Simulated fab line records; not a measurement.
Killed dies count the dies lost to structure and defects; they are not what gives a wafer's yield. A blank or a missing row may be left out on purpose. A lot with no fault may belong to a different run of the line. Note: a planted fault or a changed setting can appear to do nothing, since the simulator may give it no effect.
8D (eight disciplines) problem report, filled in by code | flow berkeley-cmos170 | the parts of the form that need people (team, actions taken, sign-off) are left out

== 1. PROBLEM STATEMENT ==
Mean of cd-nm at UCB170_NSD_CD_MEAS_06: 1156.3 nm across 6 wafers in 2 lots; on wafers with no fault it is 1200.1 nm (standard deviation 1.4). That is -31 standard deviations from the usual mean.
The step: target cd 1200 nm.
First observed at day 10 00:08: wafer L861.1, on cd-sem-01. The record holds 42 wafers of 14 lots with a number at this step. The rule behind "out" and "out of limits": a value lying over 4 standard deviations away from the usual mean. The other wafers with a number count as sound.

== 2. WHAT IT IS; WHAT IT IS NOT ==
question                    | is                     | is not
which readings at this step | cd-nm                  | -
which lots                  | L861, L864             | L851, L852, L853, L854, L855, L856, L859, L868, L870, L871, L873, L874
which wafers of those lots  | all that have a number | -
read on which gauges        | cd-sem-01              | cd-sem-02
when                        | from day 10 00:08      | up to then (21 sound wafers); but 15 sound wafers of L868, L870, L871, L873, L874 came after

== 3. WHAT RULES OUT EACH SUSPECT ==
Counting: any tool at a process step up to the reading is kept as a suspect provided that every lot that is out went through it and no sound lot did after the first of them.
- ruled out: the gauge at UCB170_NSD_CD_MEAS_06. All the wafers that are out were read on cd-sem-01, but those of them that UCB170_NSD_PEB_04 has rows for are out there too, on other tools.
- litho-track-04 at UCB170_NSD_PEB_04: kept. All lots that are out passed through it, beginning with L861 at day 9 23:52, and no sound lot followed; its final sound lot before that point was L853 at day 8 04:42. Its own heater-power-total-W, plate-temp-C readings are out on those wafers.
After counting, what remains is litho-track-04 at UCB170_NSD_PEB_04.

== 4. THE CAUSE (what the simulator had put in) ==
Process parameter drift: litho-track-04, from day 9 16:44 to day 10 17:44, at UCB170_NSD_PEB_04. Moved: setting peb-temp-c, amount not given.
The count eliminated every tool but this one.

== 5. THE EFFECT CHAIN, in route order ==
Each row: a reading whose mean over the struck wafers that have a number lies more than 3 standard deviations from the usual. Only readings whose record carries a usual standard deviation are examined. hours: median over the lots of the time between each lot's start at the first step of this table that gives one and its start at this step. sigmas: the change, counted in usual standard deviations.
hours | step                  | reading              | usual     | on struck wafers | change | sigmas
0     | UCB170_NSD_PEB_04     | heater-power-total-W | 56.80 W   | 53.84            | -2.96  | -66
0     | UCB170_NSD_PEB_04     | plate-temp-C         | 130.01 C  | 124.82           | -5.19  | -35
0     | UCB170_NSD_CD_MEAS_06 | cd-nm                | 1200.1 nm | 1156.3           | -43.8  | -31
Its process steps:
- UCB170_NSD_PEB_04

== 6. WHAT WOULD HAVE CAUGHT IT SOONER ==
Counted from the fault's start at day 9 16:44, it took 7 hours until the first out-of-limits reading at a measuring or inspecting step in this record, taken at day 10 00:08.
Tool's own readings at UCB170_NSD_PEB_04, heater-power-total-W, plate-temp-C: out on all struck wafers the step has rows for; an alarm limit on them would have tripped on the first.
Among the 2 lots that are out, L864 began UCB170_NSD_PEB_04 on litho-track-04 after day 10 00:08. Putting the tool on hold at that point would have spared it.
